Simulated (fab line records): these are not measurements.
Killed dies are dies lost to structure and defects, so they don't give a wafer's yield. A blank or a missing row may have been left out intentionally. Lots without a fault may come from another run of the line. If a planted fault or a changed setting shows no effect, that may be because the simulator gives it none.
Struck lot and sound lot, side by side    flow ritCmos    32 out of 202 route steps
Sound: these wafers, L367.2, L367.3, L367.6. Wafers L375.1, L375.5, L375.6 were the ones struck. At the end, the cause is stated.
Per side, at each step with rows, come the tool, then ch with its chambers, and then its first start. Under that, the readings that differ: sound wafers    struck wafers    difference of the means    sigmas: that difference in standard deviations of wafers without a fault.
alike: readings with means less than 2 such deviations apart, plus words and numbers identical on both sides. not compared: withheld readings, readings lacking a value on some wafer, bounds such as >300 that could conceal the same value, and numbers that have no deviation in the record and whose values overlap.
A row with sigmas, a row that says differs or no value, or rows on one side alone: a step with any of these is where the two part. Numbers that don't overlap but have no deviation are shown without sigmas and don't part them. A reading missing from all wafers of one side parts the sides only when that side holds two or more wafers.

RIT_NRETRO_TW_MEAS_10:
  struck on filmMetro-02, day 4 18:01; sound on filmMetro-02, day 3 04:17
  alike: NRETRO_TW
then, 6 steps without rows for these wafers: RIT_PRETRO_HMDS_00 (prime time 60 s); RIT_PRETRO_COAT_01 (resist thk 1300 nm); RIT_PRETRO_SOFTBAKE_02 (time 60 s); RIT_PRETRO_EXPOSE_03 (exposes mask M5, target cd 43700 nm); RIT_PRETRO_PEB_04; RIT_PRETRO_DEVELOP_05 (develop time 68 s).
RIT_PRETRO_OVL_MEAS_06:
  struck on overlay-01, day 4 18:57; sound on overlay-01, day 3 05:36
  alike: PRETRO_OVL
then, 2 steps without rows for these wafers: RIT_PRETRO_HARDBAKE_07 (time 120 s); RIT_PRETRO_IMPLANT_08.
RIT_PRETRO_STRIP_09: strips in O2, time 180 s.
  sound on plasmaAsher-03 ch 1, day 3 06:10; struck on plasmaAsher-01 ch 0,1, day 4 19:23
  alike: drypumpMotorCurrentA
  not compared: rfHoursCounterH
RIT_PRETRO_TW_MEAS_10:
  struck on filmMetro-03, day 4 19:34; sound on filmMetro-04, day 3 06:21
reading    sound        struck       difference  sigmas
PRETRO_TW  477 475 473  466 465 464  -10         -2
RIT_GATE_WET_ETCH_00: etches SiO2 in BOE, target depth 56 nm, time 60 s.
  sound on wetBench-03 ch 2, day 3 06:24; struck on wetBench-04 ch 2, day 4 19:37
reading                                     sound              struck             difference  sigmas
runLengthS (s)                              92 92 92           46 46 46           -46         -15
model.SiO2_of_FOX2_OXIDATION_00.thkNm (nm)  273.9 272.9 274.3  302.5 302.7 299.8  +28.0       
then, 4 steps without rows for these wafers: RIT_GATE_CLEAN_01 (cleans in SC1, time 600 s); RIT_GATE_CLEAN_02 (cleans in dHF, time 30 s); RIT_GATE_CLEAN_03 (cleans in SC2, time 600 s); RIT_GATE_CLEAN_04 (cleans in dHF, time 60 s).
RIT_FOX2_THK_MEAS_91:
  struck on filmMetro-03, day 4 20:02; sound on filmMetro-03, day 3 06:50
reading                      sound        struck       difference  sigmas
FIELD_OXIDE_LEFT_2_THK (nm)  262 261 262  290 291 288  +28         +5
then, 9 steps without rows for these wafers: RIT_GATE_OXIDATION_05 (target thk 3 nm, ox time 270 s); RIT_GATE_ANNEAL_06 (time 600 s); RIT_GATE_CVD_08 (deposits poly-Si from SiH4, target thk 250 nm, time 2220 s); RIT_GATE_HMDS_10 (prime time 60 s); RIT_GATE_COAT_11 (resist thk 850 nm); RIT_GATE_SOFTBAKE_12 (time 60 s); RIT_GATE_EXPOSE_13 (exposes mask M6, target cd 150 nm); RIT_GATE_PEB_14; RIT_GATE_DEVELOP_15 (develop time 50 s).
RIT_GATE_CD_MEAS_16: target cd 150 nm.
  struck on cdSem-02, day 5 01:53; sound on cdSem-01, day 3 11:44
  alike: cdNm
RIT_GATE_OVL_MEAS_17:
  struck on overlay-01, day 5 02:00; sound on overlay-02, day 3 11:50
  alike: GATE_OVL
then, 1 step without rows for these wafers: RIT_GATE_HARDBAKE_18 (time 60 s).
RIT_GATE_ETCH_19: etches poly-Si in SF6/CHF3/O2, stops on SiO2, time 165 s, target depth 312.5 nm.
  sound on rieSi-02 ch 0,1,3, day 3 12:01; struck on rieSi-02 ch 0,1,3, day 5 02:11
reading                                     sound              struck             difference  sigmas
model.SiO2_of_FOX2_OXIDATION_00.thkNm (nm)  251.1 249.9 251.2  279.6 279.9 276.7  +28.0       
  alike: drypumpMotorCurrentA, oesProductAu, runLengthS, throttleValvePct
  not compared: rfHoursCounterH
RIT_GATE_STRIP_20: strips in O2, time 180 s.
  sound on plasmaAsher-03 ch 0,1, day 3 12:08; struck on plasmaAsher-03 ch 0,1, day 5 02:18
  alike: drypumpMotorCurrentA
  not compared: rfHoursCounterH

## WHERE THEY PART
At RIT_PRETRO_TW_MEAS_10 first; at RIT_FOX2_THK_MEAS_91 last (within this record only). Later steps at which nothing parts them and some readings are alike: RIT_GATE_CD_MEAS_16, RIT_GATE_OVL_MEAS_17, RIT_GATE_ETCH_19, RIT_GATE_STRIP_20.

WHY: the cause the simulator had injected
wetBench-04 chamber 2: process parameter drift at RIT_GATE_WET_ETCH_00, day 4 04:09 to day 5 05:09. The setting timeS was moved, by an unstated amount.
